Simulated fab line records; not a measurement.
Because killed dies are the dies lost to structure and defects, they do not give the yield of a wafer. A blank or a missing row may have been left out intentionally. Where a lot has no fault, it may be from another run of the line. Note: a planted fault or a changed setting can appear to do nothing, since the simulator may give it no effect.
A struck lot beside a sound one || flow rit-cmos || 21 steps out of a route of 202
Sound: wafers L794.1, L794.2, L794.5. Wafers L798.2, L798.3, L798.5 were the ones struck. The cause is given at the end.
For every step that has rows: the tool of each side, followed by ch and its chambers, followed by its first start. Under that, the readings that differ: sound wafers || struck wafers || difference of the means || sigmas: that difference in standard deviations of wafers without a fault.
alike: readings whose means differ by less than 2 such deviations, and words and numbers that are the same on both sides. not compared: withheld readings, readings that some wafer has no value for, bounds like >300 that may hide the same value, and numbers for which the record gives no deviation and whose values overlap.
Wherever a step has rows on one side only, a row that says differs or no value, or a row with sigmas, the two part there. Numbers that don't overlap but have no deviation are shown without sigmas and don't part them. A reading that every wafer of one side lacks parts them only if that side has two wafers or more.

first, 1 step without rows for these wafers: RIT_SILICIDE_WET_ETCH_00 (etches SiO2 in BOE, target depth 14 nm, time 15 s).
RIT_SILICIDE_SPUTTER_01: material Ti, target thk 30 nm, time 240 s.
  sound on pvd-sputter-02, day 3 01:19; struck on pvd-sputter-02, day 3 22:15
  alike: substrate-temp-c, throttle-valve-pct
RIT_SILICIDE_RS_MEAS_02: a four-point-probe measurement.
  sound on film-metro-01, day 3 01:28; struck on film-metro-01, day 3 22:25
  alike: SILICIDE_TI_RS
RIT_SILICIDE_THK_MEAS_03: measures by xrf.
  sound on film-metro-01, day 3 01:35; struck on film-metro-01, day 3 22:32
  alike: SILICIDE_TI_THK
RIT_SILICIDE_RTA_04: time 10 s, ramp up 5 s, ramp down 5 s.
  sound on rtp-anneal-01 ch 0, day 3 01:39; struck on rtp-anneal-01 ch 0, day 3 22:35
  alike: chamber-o2-ppm, wafer_temp_C_max
then, 1 step without rows for these wafers: RIT_SILICIDE_WET_ETCH_05 (etches Ti in SPM, time 120 s).
RIT_SILICIDE_RTA_06: time 10 s, ramp up 5 s, ramp down 10 s.
  sound on rtp-anneal-02 ch 0, day 3 01:46; struck on rtp-anneal-02 ch 0, day 3 22:42
  alike: chamber-o2-ppm, wafer_temp_C_max
RIT_CONTACT_CVD_00: deposits SiO2 from TEOS, target thk 400 nm, time 61 s.
  sound on pecvd-01 ch 0,1,2, day 3 01:50; struck on pecvd-04 ch 0,2, day 3 22:46
  alike: heater-power-w
RIT_CONTACT_THK_MEAS_01:
  sound on film-metro-02, day 3 01:53; struck on film-metro-03, day 3 22:49
  alike: CONTACT_TEOS_THK
then, 3 steps without rows for these wafers: RIT_CONTACT_HMDS_02 (prime time 60 s); RIT_CONTACT_COAT_03 (resist thk 1000 nm); RIT_CONTACT_SOFTBAKE_04 (time 60 s).
RIT_CONTACT_EXPOSE_05: exposes mask M11, target cd 1000 nm.
  sound on iline-stepper-01 ch 0, day 3 02:23; struck on iline-stepper-01 ch 0, day 3 23:28
{"reading": "exposure-dose-mJ-cm2", "sound": "249.6 249.8 249.8", "struck": "213.6 213.4 213.5", "difference": -36.2, "sigmas": -74}
  alike: mask
then, 2 steps without rows for these wafers: RIT_CONTACT_PEB_06; RIT_CONTACT_DEVELOP_07 (develop time 120 s).
RIT_CONTACT_CD_MEAS_08 targets a cd of 1000 nm.
  sound on cd-sem-01, day 3 02:54; struck on cd-sem-02, day 4 00:01
{"reading": "cd-nm (nm)", "sound": "996.2 997.7 1000.8", "struck": "958.2 957.8 956.9", "difference": -40.6, "sigmas": -19}
RIT_CONTACT_OVL_MEAS_09:
  sound on overlay-02, day 3 03:01; struck on overlay-02, day 4 00:08
{"reading": "CONTACT_OVL (nm)", "sound": "0.6 2.1 -0.6", "struck": "-3.9 -2.1 -2.9", "difference": -3.7, "sigmas": -2}
then, 1 step without rows for these wafers: RIT_CONTACT_HARDBAKE_10 (time 60 s).
RIT_CONTACT_ETCH_11: etches SiO2 in CHF3/CF4/Ar, stops on TiSi2, target depth 480 nm, time 320 s.
  sound on rie-diel-04 ch 1,2, day 3 03:19; struck on rie-diel-03 ch 1,3, day 4 00:19
{"reading": "model.CONTACT.cd-nm (nm)", "sound": "996.3 998 1001", "struck": "957.8 957.8 957.1", "difference": -40.9, "sigmas": ""}
  alike: O2_flow_sccm, drypump-motor-current-A, oes-product-au, throttle-valve-pct
  not compared: rf-hours-counter-h
RIT_CONTACT_STRIP_12: strips in O2, time 180 s.
  sound on plasma-asher-04 ch 0,1, day 3 03:30; struck on plasma-asher-04 ch 0,1, day 4 00:30
  alike: drypump-motor-current-A
  not compared: rf-hours-counter-h
RIT_M1_PROBE_99:
  sound on prober-02, day 3 08:13; struck on prober-02, day 4 05:17
{"reading": "killed-at-contacts", "sound": "0 0 0", "struck": "2 0 1", "difference": "+1", "sigmas": "+3"}
{"reading": "model.etest.contact-to-gate.bv-right-v (V)", "sound": "93.09 88.6 91.41", "struck": "100.2 103.7 104.3", "difference": "+11.7", "sigmas": ""}
{"reading": "model.etest.contact-to-gate.bv-left-v (V)", "sound": "94.8 93.68 88.93", "struck": "99.17 106.1 100.8", "difference": "+9.55", "sigmas": ""}
  alike: killed-at-front-end, killed-dies, killed-open, killed-short

WHERE THEY PART
At RIT_CONTACT_EXPOSE_05 first; at RIT_M1_PROBE_99 last (within this record only).

WHY: what the simulator had put in
Process parameter drift: iline-stepper-01, from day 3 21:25 on, at RIT_CONTACT_EXPOSE_05. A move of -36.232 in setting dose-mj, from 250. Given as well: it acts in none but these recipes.
